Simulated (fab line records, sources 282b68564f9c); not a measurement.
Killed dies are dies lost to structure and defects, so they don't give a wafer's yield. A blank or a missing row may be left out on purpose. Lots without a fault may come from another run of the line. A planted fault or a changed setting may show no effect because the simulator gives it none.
A struck lot beside a sound one | flow rit_cmos | 18 steps out of a route of 202
Sound: wafers L354.2, L354.4, L354.5. Struck: wafers L358.2, L358.5, L358.6. The cause comes at the end.
At each step with rows: each side's tool, then ch and its chambers, then its first start. Under that, the readings that differ: sound wafers | struck wafers | difference of the means | sigmas: that difference in standard deviations of wafers without a fault.
alike: readings whose means differ by less than 2 such deviations, and words and numbers that are the same on both sides. not compared: withheld readings, readings that some wafer has no value for, bounds like >300 that may hide the same value, and numbers for which the record gives no deviation and whose values overlap.
The two part at a step that has a row with sigmas, a row that says differs or no value, or rows on one side only. Numbers that don't overlap but have no deviation are shown without sigmas and don't part them. A reading that every wafer of one side lacks parts them only if that side has two wafers or more.

first, 2 steps without rows for these wafers: RIT_ACTIVE_CLEAN_17 (cleans in SC2, time 600 s); RIT_FOX1_OXIDATION_00 (target thk 350.7 nm, ox time 1130 s).
RIT_FOX1_THK_MEAS_01:
  sound on film_metro-01, day 3 08:59; struck on film_metro-01, day 4 05:19
  reading             | sound       | struck      | difference | sigmas
  FOX1_OXIDE_THK (nm) | 357 358 353 | 341 339 343 | -15        | -2
then, 2 steps without rows for these wafers: RIT_FOX1_WET_ETCH_02 (etches SiO2 in BOE, target depth 350 nm, time 390 s); RIT_FOX2_OXIDATION_00 (target thk 350.7 nm, ox time 1130 s).
RIT_FOX2_THK_MEAS_01:
  sound on film_metro-03, day 3 10:55; struck on film_metro-01, day 4 06:48
  alike: FOX2_OXIDE_THK
then, 2 steps without rows for these wafers: RIT_FOX2_CLEAN_02 (cleans in dHF, time 180 s); RIT_FOX2_WET_ETCH_03 (etches Si3N4 in H3PO4, target depth 195 nm, time 2700 s).
RIT_FOX2_THK_MEAS_90:
  sound on film_metro-03, day 3 11:48; struck on film_metro-04, day 4 07:41
  alike: FIELD_OXIDE_LEFT_1_THK
then, 3 steps without rows for these wafers: RIT_NWELL_HMDS_00 (prime time 60 s); RIT_NWELL_COAT_01 (resist thk 1300 nm); RIT_NWELL_SOFTBAKE_02 (time 60 s).
RIT_NWELL_EXPOSE_03: exposes mask M2, target cd 43900 nm.
  sound on iline_stepper-02 ch 0, day 3 12:26; struck on iline_stepper-02 ch 0, day 4 08:11
  reading                       | sound                | struck               | difference | sigmas
  model.NWELL.overlay_x_nm (nm) | 0.9786 0.9786 0.9786 | -147.6 -147.6 -147.6 | -148.6     |
  alike: mask
then, 2 steps without rows for these wafers: RIT_NWELL_PEB_04; RIT_NWELL_DEVELOP_05 (develop time 68 s).
RIT_NWELL_OVL_MEAS_06:
  sound on overlay-02, day 3 12:52; struck on overlay-01, day 4 08:37
  reading        | sound       | struck               | difference | sigmas
  NWELL_OVL (nm) | 0.8 1.5 0.9 | -147.8 -148.7 -148.9 | -149.5     | -99 or more
then, 1 step without rows for these wafers: RIT_NWELL_HARDBAKE_07 (time 120 s).
RIT_M1_PROBE_99:
  sound on prober-02, day 5 00:41; struck on prober-02, day 5 20:53
  reading                                 | sound             | struck            | difference | sigmas
  model.etest.well_edge_right.line_ohm_um | 177.4 177.4 180.8 | 183.8 186.8 183.1 | +6.0       |
  model.etest.well_edge_left.line_ohm_um  | 175.3 181.3 180.1 | 174.3 169.8 172.8 | -6.6       |
  alike: killed_at_contacts, killed_at_front_end, killed_dies, killed_open, killed_short

WHERE THEY PART
First at RIT_FOX1_THK_MEAS_01; last, within this record, at RIT_NWELL_OVL_MEAS_06. Later steps at which nothing parts them and some readings are alike: RIT_M1_PROBE_99.

WHY: what the simulator had put in
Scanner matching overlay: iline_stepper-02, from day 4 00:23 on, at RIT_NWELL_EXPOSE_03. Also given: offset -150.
